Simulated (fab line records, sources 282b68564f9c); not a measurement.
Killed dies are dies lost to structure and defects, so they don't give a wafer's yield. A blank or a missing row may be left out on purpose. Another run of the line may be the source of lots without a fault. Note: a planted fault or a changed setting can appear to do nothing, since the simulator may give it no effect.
Struck lot and sound lot, side by side / flow rit-cmos / 15 out of 202 route steps
Sound: the wafers L534.1, L534.3, L534.6. Wafers L525.1, L525.4, L525.6 were the ones struck. Last of all comes the cause.
At each step with rows: each side's tool, then ch and its chambers, then its first start. Under that, the readings that differ: sound wafers / struck wafers / difference of the means / sigmas: that difference in standard deviations of wafers without a fault.
alike: same words and numbers on both sides, and readings whose means sit less than 2 such deviations apart. not compared: any withheld reading, any reading some wafer has no value for, any bound like >300 that may hide the same value, and any number with overlapping values for which the record gives no deviation.
A row with sigmas, a row that says differs or no value, or rows on one side alone: a step with any of these is where the two part. When numbers do not overlap yet have no deviation, they are printed without sigmas and do not part them. Lack of a reading on every wafer of one side parts them only where that side has two or more wafers.

first, 1 step without rows for these wafers: RIT_PRETRO_DEVELOP_05 (develop time 68 s).
RIT_PRETRO_OVL_MEAS_06:
  struck on overlay-01, day 3 09:10; sound on overlay-01, day 5 05:46
  alike: PRETRO_OVL
then, 2 steps without rows for these wafers: RIT_PRETRO_HARDBAKE_07 (time 120 s); RIT_PRETRO_IMPLANT_08.
RIT_PRETRO_STRIP_09: strips in O2, time 180 s.
  sound on plasma-asher-04 ch 0,1, day 5 06:12; struck on plasma-asher-04 ch 0,1, day 3 09:37
  alike: drypump-motor-current-A
  not compared: rf-hours-counter-h
RIT_PRETRO_TW_MEAS_10:
  struck on film-metro-03, day 3 09:47; sound on film-metro-02, day 5 06:22
reading=PRETRO_TW; sound=470 470 470; struck=483 484 483; difference=+13; sigmas=+2
then, 5 steps without rows for these wafers: RIT_GATE_WET_ETCH_00 (etches SiO2 in BOE, target depth 56 nm, time 60 s); RIT_GATE_CLEAN_01 (cleans in SC1, time 600 s); RIT_GATE_CLEAN_02 (cleans in dHF, time 30.91 s); RIT_GATE_CLEAN_03 (cleans in SC2, time 600 s); RIT_GATE_CLEAN_04 (cleans in dHF, time 60 s).
RIT_FOX2_THK_MEAS_91:
  struck on film-metro-04, day 3 10:17; sound on film-metro-02, day 5 06:51
  alike: FIELD_OXIDE_LEFT_2_THK
RIT_GATE_OXIDATION_05: target thk 3 nm, ox time 270 s.
  sound on furnace-01 ch 0, day 5 06:55; struck on furnace-03 ch 0, day 3 10:20
reading=spike-tc-centre-C (C); sound=902.4 901.9 902.9; struck=895.7 893.3 895.0; difference=-7.7; sigmas=-6
reading=spike-tc-load-C (C); sound=929.7 927.2 929.0; struck=917.4 918.1 917.9; difference=-10.8; sigmas=-4
reading=spike-tc-source-C (C); sound=924.9 923.6 923.8; struck=918.1 917.9 920.2; difference=-5.4; sigmas=-4
reading=tube-center-temp-C (C); sound=900.12 899.98 899.95; struck=892.8 892.72 892.73; difference=-7.3; sigmas=-91
reading=tube_center_temp_C_max; sound=902.0 902.7 902.5; struck=895.1 895.2 895.0; difference=-7.3; sigmas=-19
reading=model.SiO2_of_GATE_OXIDATION_05.thk-nm (nm); sound=3.038 3.06 3.019; struck=2.79 2.781 2.843; difference=-0.23; sigmas=
  alike: zone-power-centre-pct
then, 1 step without rows for these wafers: RIT_GATE_ANNEAL_06 (time 600 s).
RIT_M1_PROBE_99:
  struck on prober-02, day 4 11:40; sound on prober-01, day 6 09:23
reading=model.etest.pmos_0p3.r-on-ohm-um; sound=6212 6314 6221; struck=5920 5822 5998; difference=-336; sigmas=
reading=model.etest.nmos_0p3.r-on-ohm-um; sound=2171 2163 2167; struck=2020 1978 2024; difference=-160; sigmas=
reading=model.etest.nmos_0p15.drive-ua-um; sound=490.8 475.1 474.3; struck=525.5 534.1 521.5; difference=+47.0; sigmas=
reading=model.etest.nmos-narrow.drive-ua-um; sound=222.7 220.5 222.4; struck=259.4 261.1 249.5; difference=+34.8; sigmas=
reading=model.etest.nmos_0p3.drive-ua-um; sound=224.6 221 224.3; struck=252.7 253.9 246.7; difference=+27.8; sigmas=
reading=model.etest.pmos_0p3.drive-ua-um; sound=101.4 101.4 101.2; struck=111.3 112.6 108.2; difference=+9.4; sigmas=
reading=model.etest.pmos-narrow.drive-ua-um; sound=101.8 101.1 101.1; struck=113.5 114.5 110.3; difference=+11.4; sigmas=
  alike: killed_at_M0_to_M3, killed-at-contacts, killed-at-front-end, killed-dies, killed-open, killed-short
  not compared: model.etest.pmos_0p15.drive-ua-um

## WHERE THEY PART
At RIT_PRETRO_TW_MEAS_10 first; at RIT_GATE_OXIDATION_05 last (within this record only). Later steps at which nothing parts them and some readings are alike: RIT_M1_PROBE_99.

WHY: whatever the simulator had introduced
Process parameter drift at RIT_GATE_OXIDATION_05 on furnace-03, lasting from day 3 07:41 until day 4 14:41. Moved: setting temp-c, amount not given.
